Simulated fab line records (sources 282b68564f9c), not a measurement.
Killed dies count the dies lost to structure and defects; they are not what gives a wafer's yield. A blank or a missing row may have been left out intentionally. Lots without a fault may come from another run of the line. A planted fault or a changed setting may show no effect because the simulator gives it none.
Comparing a struck lot with a sound one    flow rit_cmos    15 out of 202 route steps
Sound: these wafers, L545.1, L545.5, L545.6. The struck wafers were L553.1, L553.3, L553.4. The cause is given at the end.
Each step with rows lists, per side, the tool, then ch with its chambers, then its first start. Under that, the readings that differ: sound wafers    struck wafers    difference of the means    sigmas: that difference in standard deviations of wafers without a fault.
alike: a reading whose means differ by less than 2 such deviations, as well as words and numbers matching on both sides. not compared: withheld readings; readings where some wafer has no value; bounds like >300 that might hide an equal value; numbers whose values overlap and for which the record gives no deviation.
Wherever a step has rows on one side only, a row that says differs or no value, or a row with sigmas, the two part there. Numbers that don't overlap but have no deviation are shown without sigmas and don't part them. A reading missing from all wafers of one side parts the sides only when that side holds two or more wafers.

first, 4 steps without rows for these wafers: RIT_PLDD_SOFTBAKE_02 (time 60 s); RIT_PLDD_EXPOSE_03 (exposes mask M8, target cd 40900 nm); RIT_PLDD_PEB_04; RIT_PLDD_DEVELOP_05 (develop time 50 s).
RIT_PLDD_OVL_MEAS_06:
  sound on overlay-01, day 4 12:11; struck on overlay-01, day 6 04:23
  alike: PLDD_OVL
then, 2 steps without rows for these wafers: RIT_PLDD_HARDBAKE_07 (time 60 s); RIT_PLDD_IMPLANT_08.
RIT_PLDD_STRIP_09: strips in O2, time 180 s.
  sound on plasma_asher-03 ch 0,1, day 4 12:31; struck on plasma_asher-02 ch 0,1, day 6 04:43
  alike: chamber_pressure_mTorr, drypump_motor_current_A
  not compared: rf_hours_counter_h
RIT_PLDD_TW_MEAS_10:
  sound on film_metro-02, day 4 12:41; struck on film_metro-03, day 6 04:53
  alike: PLDD_TW
then, 3 steps without rows for these wafers: RIT_SPACER_CLEAN_00 (cleans in SC1, time 600 s); RIT_SPACER_CLEAN_01 (cleans in dHF, time 30 s); RIT_SPACER_CLEAN_02 (cleans in SC2, time 600 s).
RIT_SPACER_CVD_03: deposits Si3N4 from SiH2Cl2/NH3, target thk 250 nm, time 3300 s.
  sound on lpcvd-02 ch 0, day 4 14:00; struck on lpcvd-02 ch 0, day 6 07:24
RIT_SPACER_THK_MEAS_04:
  sound on film_metro-04, day 4 15:55; struck on film_metro-03, day 6 09:20
reading                  sound              struck             difference  sigmas
SPACER_NITRIDE_THK (nm)  250.5 253.2 251.0  491.6 491.2 493.7  +240.6      +99 or more
RIT_SPACER_ETCHBACK_05: etches Si3N4 in SF6/CHF3, stops on SiO2, target depth 250 nm, time 240 s.
  sound on rie_diel-01 ch 1,2, day 4 15:59; struck on rie_diel-01 ch 0,1,3, day 6 09:23
reading                                   sound              struck             difference  sigmas
oes_product_au (a.u.)                     0.851 0.859 0.833  0.976 0.985 0.967  +0.128      +9
model.Si3N4_of_SPACER_CVD_03.thk_nm (nm)  196 198.2 196.4    388.8 386.4 388.8  +191.1      
model.etch.depth_nm (nm)                  250.4 253.3 250.8  301.5 308.9 306.7  +54.2       
  alike: chamber_pressure_mTorr, drypump_motor_current_A, throttle_valve_pct
  not compared: rf_hours_counter_h

WHERE THEY PART
Earliest at RIT_SPACER_THK_MEAS_04; latest, in this record, at RIT_SPACER_ETCHBACK_05.

WHY: what had been put in by the simulator
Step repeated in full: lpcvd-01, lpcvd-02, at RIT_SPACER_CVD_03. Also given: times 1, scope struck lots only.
